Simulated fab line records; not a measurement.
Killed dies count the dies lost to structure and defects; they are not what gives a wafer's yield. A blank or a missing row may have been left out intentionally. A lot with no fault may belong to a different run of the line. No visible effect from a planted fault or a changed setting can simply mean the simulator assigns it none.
A struck lot beside a sound one ; flow rit_cmos ; 23 steps out of a route of 202
Sound: these wafers, L475.2, L475.5, L475.6. Wafers L486.1, L486.2, L486.4 were the ones struck. The cause is given at the end.
For every step that has rows: the tool of each side, followed by ch and its chambers, followed by its first start. Under that, the readings that differ: sound wafers ; struck wafers ; difference of the means ; sigmas: that difference in standard deviations of wafers without a fault.
alike: a reading whose means differ by less than 2 such deviations, as well as words and numbers matching on both sides. not compared: withheld readings; readings where some wafer has no value; bounds like >300 that might hide an equal value; numbers whose values overlap and for which the record gives no deviation.
A row with sigmas, a row that says differs or no value, or rows on one side alone: a step with any of these is where the two part. Numbers that don't overlap but have no deviation are shown without sigmas and don't part them. A reading that every wafer of one side lacks parts them only if that side has two wafers or more.

first, 5 steps without rows for these wafers: RIT_GATE_WET_ETCH_00 (etches SiO2 in BOE, target depth 56 nm, time 60 s); RIT_GATE_CLEAN_01 (cleans in SC1, time 600 s); RIT_GATE_CLEAN_02 (cleans in dHF, time 30 s); RIT_GATE_CLEAN_03 (cleans in SC2, time 600 s); RIT_GATE_CLEAN_04 (cleans in dHF, time 60.89 s).
RIT_FOX2_THK_MEAS_91:
  sound on film_metro-02 at day 2 23:03; struck on film_metro-04 at day 5 06:07
  alike: FIELD_OXIDE_LEFT_2_THK
then, 2 steps without rows for these wafers: RIT_GATE_OXIDATION_05 (target thk 3 nm, ox time 270 s); RIT_GATE_ANNEAL_06 (time 600 s).
RIT_GATE_THK_MEAS_07:
  sound on film_metro-04 at day 3 01:19; struck on film_metro-02 at day 5 07:30
  alike: GATE_OXIDE_THK
then, 1 step without rows for these wafers: RIT_GATE_CVD_08 (deposits poly-Si from SiH4, target thk 250 nm, time 2220 s).
RIT_GATE_THK_MEAS_09:
  sound on film_metro-03 at day 3 02:59; struck on film_metro-02 at day 5 09:11
  alike: GATE_POLY_THK
then, 1 step without rows for these wafers: RIT_GATE_HMDS_10 (prime time 60 s).
RIT_GATE_COAT_11: resist thk 850 nm.
  sound on litho_track-04 ch 0, day 3 03:13; struck on litho_track-04 ch 0, day 5 09:23
reading;sound;struck;difference;sigmas
model.NOVOLAK_of_GATE_COAT_11.thk_nm (nm);852.7 852.2 850.8;877.5 879.6 877.6;+26.3;
then, 3 steps without rows for these wafers: RIT_GATE_SOFTBAKE_12 (time 60 s); RIT_GATE_EXPOSE_13 (exposes mask M6, target cd 150 nm); RIT_GATE_PEB_14.
RIT_GATE_DEVELOP_15: develop time 48.27 s.
  sound on litho_track-02 ch 0; struck on litho_track-04 ch 0
reading;sound;struck;difference;sigmas
model.GATE.cd_nm (nm);149.9 151.5 149.8;153.6 152.1 153.5;+2.7;
RIT_GATE_CD_MEAS_16 targets a cd of 150 nm.
  sound on cd_sem-01 at day 3 03:56; struck on cd_sem-01 at day 5 10:05
  alike: cd_nm
RIT_GATE_OVL_MEAS_17:
  sound on overlay-01 at day 3 04:02; struck on overlay-02 at day 5 10:13
  alike: GATE_OVL
then, 1 step without rows for these wafers: RIT_GATE_HARDBAKE_18 (time 60 s).
RIT_GATE_ETCH_19: etches poly-Si in SF6/CHF3/O2, stops on SiO2, time 165 s, target depth 312.5 nm.
  sound on rie_si-01 ch 0,1,3, day 3 04:13; struck on rie_si-02 ch 0,2,3, day 5 10:40
reading;sound;struck;difference;sigmas
model.NOVOLAK_of_GATE_COAT_11.thk_nm (nm);674.9 674.5 669.3;692.2 695.1 696.1;+21.6;
model.GATE.cd_nm (nm);150 151.6 149.9;153.5 152.4 153.5;+2.6;
  alike: O2_flow_sccm, SF6_flow_sccm, chamber_pressure_mTorr, drypump_motor_current_A, oes_product_au, throttle_valve_pct
  not compared: rf_hours_counter_h
RIT_GATE_STRIP_20: strips in O2, time 180 s.
  sound on plasma_asher-03 ch 0,1, day 3 04:19; struck on plasma_asher-01 ch 0,1, day 5 10:47
  alike: chamber_pressure_mTorr, drypump_motor_current_A
  not compared: rf_hours_counter_h
RIT_M1_PROBE_99:
  sound on prober-02 at day 4 01:44; struck on prober-01 at day 6 06:20
reading;sound;struck;difference;sigmas
model.etest.npoly_line.line_ohm_um;169.6 164 169.8;163.2 163.3 161.8;-5.0;
model.etest.ppoly_line.line_ohm_um;161.8 159.2 161.1;155.1 159 156.5;-3.8;
model.etest.ppoly_line.width_nm (nm);101 103.8 102.4;105.4 104.7 105.8;+2.9;
model.etest.npoly_line.width_nm (nm);100.4 103.1 101.2;104.5 103.7 104.7;+2.7;
  alike: killed_at_contacts, killed_at_front_end, killed_dies, killed_open, killed_short
  not compared: model.etest.ring.delay_ps

WHERE THEY PART
Nowhere in this record.

WHY: whatever the simulator had introduced
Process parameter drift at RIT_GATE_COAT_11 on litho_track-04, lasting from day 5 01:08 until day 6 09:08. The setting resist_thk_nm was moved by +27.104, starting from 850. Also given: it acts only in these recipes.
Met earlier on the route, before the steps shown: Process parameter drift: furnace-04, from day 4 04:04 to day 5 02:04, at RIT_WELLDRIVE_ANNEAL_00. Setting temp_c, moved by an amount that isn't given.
